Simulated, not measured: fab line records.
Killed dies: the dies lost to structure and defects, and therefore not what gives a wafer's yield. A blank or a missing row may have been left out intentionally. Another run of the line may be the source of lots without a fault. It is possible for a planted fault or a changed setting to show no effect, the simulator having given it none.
The tool behind it: which one? / flow rit cmos / 14 lots, 42 wafers sampled, at 2 steps of a route of 202

== WHAT EACH GAUGE READ, for each wafer ==
Not one reading of a measure or inspect step in the record can be checked against a usual standard deviation.

== WHAT TOOL EACH LOT RAN ON (gives the tool, then ch and the chambers of the sampled wafers, and finally the start) ==
lot=L945; RIT_M1_STRIP_13=wet bench-04 ch 2, day 3 07:39; RIT_M1_PROBE_99=prober-01, day 3 10:27
lot=L946; RIT_M1_STRIP_13=wet bench-01 ch 3, day 3 13:39; RIT_M1_PROBE_99=prober-01, day 3 15:47
lot=L947; RIT_M1_STRIP_13=wet bench-01 ch 1, day 3 21:21; RIT_M1_PROBE_99=prober-02, day 4 00:46
lot=L949; RIT_M1_STRIP_13=wet bench-03 ch 1, day 4 03:41; RIT_M1_PROBE_99=prober-02, day 4 06:01
lot=L951; RIT_M1_STRIP_13=wet bench-01 ch 2, day 4 14:59; RIT_M1_PROBE_99=prober-02, day 4 17:12
lot=L952; RIT_M1_STRIP_13=wet bench-01 ch 2, day 4 23:44; RIT_M1_PROBE_99=prober-01, day 5 02:51
lot=L955; RIT_M1_STRIP_13=wet bench-01 ch 2, day 5 09:40; RIT_M1_PROBE_99=prober-02, day 5 11:55
lot=L960; RIT_M1_STRIP_13=wet bench-04 ch 2, day 6 12:42; RIT_M1_PROBE_99=prober-01, day 6 15:21
lot=L962; RIT_M1_STRIP_13=wet bench-04 ch 0, day 7 00:20; RIT_M1_PROBE_99=prober-01, day 7 02:39
lot=L964; RIT_M1_STRIP_13=wet bench-03 ch 3, day 7 08:34; RIT_M1_PROBE_99=prober-01, day 7 10:40
lot=L965; RIT_M1_STRIP_13=wet bench-01 ch 0, day 7 16:07; RIT_M1_PROBE_99=prober-02, day 7 18:12
lot=L966; RIT_M1_STRIP_13=wet bench-04 ch 0, day 7 18:30; RIT_M1_PROBE_99=prober-01, day 7 20:55
lot=L967; RIT_M1_STRIP_13=wet bench-01 ch 1, day 7 22:02; RIT_M1_PROBE_99=prober-02, day 8 00:22
lot=L968; RIT_M1_STRIP_13=wet bench-01 ch 1, day 8 03:57; RIT_M1_PROBE_99=prober-01, day 8 06:15
- RIT_M1_STRIP_13: strips in nmp, time 600 s.
- RIT_M1_PROBE_99

== AS READ BY THE TOOLS THEMSELVES (means over the sampled wafers that have a number; for cases with no such wafer, the mark the record gives instead) ==
RIT_M1_STRIP_13. Usual: run length s 629 s, standard deviation 3.9.
lot=L945; tool=wet bench-04; run length s (s)=632; flag=
lot=L946; tool=wet bench-01; run length s (s)=628; flag=
lot=L947; tool=wet bench-01; run length s (s)=625; flag=
lot=L949; tool=wet bench-03; run length s (s)=634; flag=
lot=L951; tool=wet bench-01; run length s (s)=633; flag=
lot=L952; tool=wet bench-01; run length s (s)=704; flag=OFF
lot=L955; tool=wet bench-01; run length s (s)=705; flag=OFF
lot=L960; tool=wet bench-04; run length s (s)=631; flag=
lot=L962; tool=wet bench-04; run length s (s)=635; flag=
lot=L964; tool=wet bench-03; run length s (s)=625; flag=
lot=L965; tool=wet bench-01; run length s (s)=626; flag=
lot=L966; tool=wet bench-04; run length s (s)=634; flag=
lot=L967; tool=wet bench-01; run length s (s)=634; flag=
lot=L968; tool=wet bench-01; run length s (s)=625; flag=

RIT_M1_PROBE_99. Usual: defect limited yield 97.3 % (standard deviation 1.2); killed_at_M0_to_M3 0.1 (standard deviation 0.34); killed at contacts 0.1 (standard deviation 0.26); killed at front end 7 (standard deviation 3.1); killed dies 7 (standard deviation 3.1); killed open 3.5 (standard deviation 1.9); killed short 3.4 (standard deviation 2.1).
lot=L945; tool=prober-01; defect limited yield (%)=97.4; killed_at_M0_to_M3=0.0; killed at contacts=0.0; killed at front end=7; killed dies=7; killed open=3.3; killed short=3.3; flag=
lot=L946; tool=prober-01; defect limited yield (%)=97.0; killed_at_M0_to_M3=1.7; killed at contacts=0.0; killed at front end=6; killed dies=8; killed open=2.7; killed short=3.7; flag=OFF
lot=L947; tool=prober-02; defect limited yield (%)=96.5; killed_at_M0_to_M3=0.0; killed at contacts=0.0; killed at front end=9; killed dies=9; killed open=4.0; killed short=5.0; flag=
lot=L949; tool=prober-02; defect limited yield (%)=97.7; killed_at_M0_to_M3=0.0; killed at contacts=0.0; killed at front end=6; killed dies=6; killed open=4.3; killed short=1.7; flag=
lot=L951; tool=prober-02; defect limited yield (%)=96.0; killed_at_M0_to_M3=0.0; killed at contacts=0.0; killed at front end=11; killed dies=11; killed open=5.7; killed short=5.0; flag=
lot=L952; tool=prober-01; defect limited yield (%)=97.1; killed_at_M0_to_M3=0.0; killed at contacts=0.0; killed at front end=8; killed dies=8; killed open=3.7; killed short=4.0; flag=
lot=L955; tool=prober-02; defect limited yield (%)=98.0; killed_at_M0_to_M3=0.0; killed at contacts=0.0; killed at front end=5; killed dies=5; killed open=2.3; killed short=3.0; flag=
lot=L960; tool=prober-01; defect limited yield (%)=97.2; killed_at_M0_to_M3=0.0; killed at contacts=0.0; killed at front end=7; killed dies=7; killed open=4.0; killed short=3.3; flag=
lot=L962; tool=prober-01; defect limited yield (%)=97.4; killed_at_M0_to_M3=0.0; killed at contacts=0.0; killed at front end=7; killed dies=7; killed open=4.0; killed short=3.0; flag=
lot=L964; tool=prober-01; defect limited yield (%)=96.9; killed_at_M0_to_M3=0.0; killed at contacts=0.7; killed at front end=8; killed dies=8; killed open=3.7; killed short=4.7; flag=
lot=L965; tool=prober-02; defect limited yield (%)=96.6; killed_at_M0_to_M3=0.0; killed at contacts=0.7; killed at front end=8; killed dies=9; killed open=5.3; killed short=3.7; flag=
lot=L966; tool=prober-01; defect limited yield (%)=97.8; killed_at_M0_to_M3=0.0; killed at contacts=0.0; killed at front end=6; killed dies=6; killed open=3.3; killed short=2.3; flag=
lot=L967; tool=prober-02; defect limited yield (%)=97.8; killed_at_M0_to_M3=0.0; killed at contacts=0.0; killed at front end=6; killed dies=6; killed open=3.3; killed short=2.3; flag=
lot=L968; tool=prober-01; defect limited yield (%)=97.7; killed_at_M0_to_M3=0.0; killed at contacts=0.0; killed at front end=6; killed dies=6; killed open=3.3; killed short=2.7; flag=

== THE ANSWER, worked out from the rows above alone ==
Rule: a lot counts as off when the mean over its wafers that have a number is more than 3 standard deviations away from the usual mean. A lot without any number at a reading at which 4 lots or more have one is off too. Where the step has rows for the other lots, those lots are counted as sound. Order of review: gauges by route order, followed by the tools' own readings, for which a lot's mean as printed above is used. At the first step where some lot is off, the reading lying furthest off is the one used; lots without a number count as furthest.
Off, at RIT_M1_STRIP_13 on run length s: L952, L955.
A tool fits if, at that step or a process step before it, it ran every lot that is off, and no sound lot after the first of them. None of those tried fits.

== WHAT THE SIMULATOR HAD INSERTED ==
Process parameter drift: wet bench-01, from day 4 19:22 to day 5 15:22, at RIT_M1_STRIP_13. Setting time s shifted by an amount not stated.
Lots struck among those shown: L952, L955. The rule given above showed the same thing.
